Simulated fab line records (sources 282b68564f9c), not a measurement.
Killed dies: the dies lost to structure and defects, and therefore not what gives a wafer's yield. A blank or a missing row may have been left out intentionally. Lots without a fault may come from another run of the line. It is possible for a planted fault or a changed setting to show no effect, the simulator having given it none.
Comparing a struck lot with a sound one / flow rit_cmos / 43 steps out of a route of 202
Sound: wafers L728.1, L728.3, L728.5. The struck wafers were L738.1, L738.4, L738.6. At the end, the cause is stated.
At each step with rows: each side's tool, then ch and its chambers, then its first start. Under that, the readings that differ: sound wafers / struck wafers / difference of the means / sigmas: that difference in standard deviations of wafers without a fault.
alike: readings whose means differ by less than 2 such deviations, and words and numbers that are the same on both sides. not compared: withheld readings, readings that some wafer has no value for, bounds like >300 that may hide the same value, and numbers for which the record gives no deviation and whose values overlap.
Wherever a step has rows on one side only, a row that says differs or no value, or a row with sigmas, the two part there. When numbers do not overlap yet have no deviation, they are printed without sigmas and do not part them. A reading that every wafer of one side lacks parts them only if that side has two wafers or more.

first, 6 steps without rows for these wafers: RIT_PSD_HMDS_00 (prime time 60 s); RIT_PSD_COAT_01 (resist thk 1000 nm); RIT_PSD_SOFTBAKE_02 (time 60 s); RIT_PSD_EXPOSE_03 (exposes mask M10, target cd 40900 nm); RIT_PSD_PEB_04; RIT_PSD_DEVELOP_05 (develop time 50 s).
RIT_PSD_OVL_MEAS_06:
  sound: overlay-01 at day 5 01:57; struck: overlay-01 at day 7 03:47
  alike: PSD_OVL
then, 2 steps without rows for these wafers: RIT_PSD_HARDBAKE_07 (time 60 s); RIT_PSD_IMPLANT_08.
RIT_PSD_STRIP_09: strips in O2, time 180 s.
  sound on plasma_asher-03 ch 0,1, day 5 02:17; struck on plasma_asher-01 ch 0, day 7 04:07
  alike: drypump_motor_current_A
  not compared: rf_hours_counter_h
RIT_PSD_TW_MEAS_10:
  sound: film_metro-01 at day 5 02:28; struck: film_metro-02 at day 7 04:18
reading=PSD_TW; sound=3460 3452 3464; struck=3380 3387 3389; difference=-73; sigmas=-3
then, 1 step without rows for these wafers: RIT_SDANNEAL_CLEAN_00 (cleans in SC1, time 572.4 s).
RIT_SDANNEAL_CLEAN_01: cleans in dHF, time 30 s.
  sound on wet_bench-02 ch 1, day 5 02:41; struck on wet_bench-02 ch 0, day 7 04:32
then, 1 step without rows for these wafers: RIT_SDANNEAL_CLEAN_02 (cleans in SC2, time 600 s).
RIT_SDANNEAL_RTA_03: time 5 s.
  sound on rtp_anneal-01 ch 0, day 5 02:54; struck on rtp_anneal-01 ch 0, day 7 04:44
  alike: anneal_temp_c_max, ramp_down_c_per_s, wafer_temp_C_max
RIT_SDANNEAL_RS_MEAS_04: measures by four-point-probe.
  sound: film_metro-02 at day 5 02:58; struck: film_metro-03 at day 7 04:47
  alike: PSD_RS
RIT_SDANNEAL_RS_MEAS_05: measures by four-point-probe.
  sound: film_metro-02 at day 5 03:05; struck: film_metro-03 at day 7 04:55
  alike: NSD_RS
RIT_SDANNEAL_RS_MEAS_06: measures by four-point-probe.
  sound: film_metro-02 at day 5 03:12; struck: film_metro-03 at day 7 05:02
reading=PLDD_RS (ohm/sq); sound=179.4 179.0 179.6; struck=178.3 178.7 177.9; difference=-1.0; sigmas=-2
RIT_SDANNEAL_RS_MEAS_07: measures by four-point-probe.
  sound: film_metro-02 at day 5 03:19; struck: film_metro-03 at day 7 05:09
  alike: NLDD_RS
then, 2 steps without rows for these wafers: RIT_SILICIDE_WET_ETCH_00 (etches SiO2 in BOE, target depth 14 nm, time 15 s); RIT_SILICIDE_SPUTTER_01 (material Ti, target thk 30 nm, time 240 s).
RIT_SILICIDE_RS_MEAS_02: measures by four-point-probe.
  sound: film_metro-03 at day 5 03:38; struck: film_metro-04 at day 7 05:26
  alike: SILICIDE_TI_RS
RIT_SILICIDE_THK_MEAS_03: measures by xrf.
  sound: film_metro-03 at day 5 03:46; struck: film_metro-04 at day 7 05:33
reading=SILICIDE_TI_THK (nm); sound=30.5 30.5 30.3; struck=29.6 29.8 29.7; difference=-0.7; sigmas=-2
then, 3 steps without rows for these wafers: RIT_SILICIDE_RTA_04 (time 10 s, ramp up 5 s, ramp down 5 s); RIT_SILICIDE_WET_ETCH_05 (etches Ti in SPM, time 120 s); RIT_SILICIDE_RTA_06 (time 10 s, ramp up 5 s, ramp down 10 s).
RIT_CONTACT_CVD_00: deposits SiO2 from TEOS, target thk 400 nm, time 61 s.
  sound on pecvd-03 ch 0,1,2, day 5 03:59; struck on pecvd-01 ch 0,1,2, day 7 05:47
  alike: heater_power_w
  not compared: since_wet_clean_h
RIT_CONTACT_THK_MEAS_01:
  sound: film_metro-04 at day 5 04:02; struck: film_metro-03 at day 7 05:50
  alike: CONTACT_TEOS_THK
then, 6 steps without rows for these wafers: RIT_CONTACT_HMDS_02 (prime time 60 s); RIT_CONTACT_COAT_03 (resist thk 1000 nm); RIT_CONTACT_SOFTBAKE_04 (time 60 s); RIT_CONTACT_EXPOSE_05 (exposes mask M11, target cd 1000 nm); RIT_CONTACT_PEB_06; RIT_CONTACT_DEVELOP_07 (develop time 120 s).
RIT_CONTACT_CD_MEAS_08 targets a cd of 1000 nm.
  sound: cd_sem-02 at day 5 05:16; struck: cd_sem-02 at day 7 07:07
  alike: cd_nm
RIT_CONTACT_OVL_MEAS_09:
  sound: overlay-01 at day 5 05:23; struck: overlay-02 at day 7 07:14
  alike: CONTACT_OVL
then, 1 step without rows for these wafers: RIT_CONTACT_HARDBAKE_10 (time 60 s).
RIT_CONTACT_ETCH_11: etches SiO2 in CHF3/CF4/Ar, stops on TiSi2, target depth 480 nm, time 320 s.
  sound on rie_diel-01 ch 0,1,2, day 5 05:34; struck on rie_diel-01 ch 0,3, day 7 07:26
  alike: drypump_motor_current_A, oes_product_au, throttle_valve_pct
  not compared: rf_hours_counter_h
RIT_CONTACT_STRIP_12: strips in O2, time 180 s.
  sound on plasma_asher-03 ch 0,1, day 5 05:46; struck on plasma_asher-02 ch 0, day 7 07:37
  alike: drypump_motor_current_A
  not compared: rf_hours_counter_h
RIT_CONTACT_CD_MEAS_90 targets a cd of 1000 nm.
  sound: cd_sem-01 at day 5 05:56; struck: cd_sem-01 at day 7 07:47
  alike: cd_nm
then, 2 steps without rows for these wafers: RIT_CONTACT_CLEAN_13 (cleans in SC1, time 600 s); RIT_CONTACT_CLEAN_14 (cleans in SC2, time 600 s).
RIT_M1_PROBE_99:
  sound: prober-02 at day 5 10:43; struck: prober-02 at day 7 12:23
reading=killed_at_front_end; sound=12 8 5; struck=18 12 19; difference=+8; sigmas=+2
reading=killed_dies; sound=12 8 5; struck=18 12 19; difference=+8; sigmas=+2
reading=killed_on_rim; sound=3 1 2; struck=6 9 8; difference=+6; sigmas=+4
  alike: killed_open, killed_short

## WHERE THEY PART
Last at RIT_M1_PROBE_99 as far as this record goes, first at RIT_PSD_TW_MEAS_10.

WHY: what the simulator had put in
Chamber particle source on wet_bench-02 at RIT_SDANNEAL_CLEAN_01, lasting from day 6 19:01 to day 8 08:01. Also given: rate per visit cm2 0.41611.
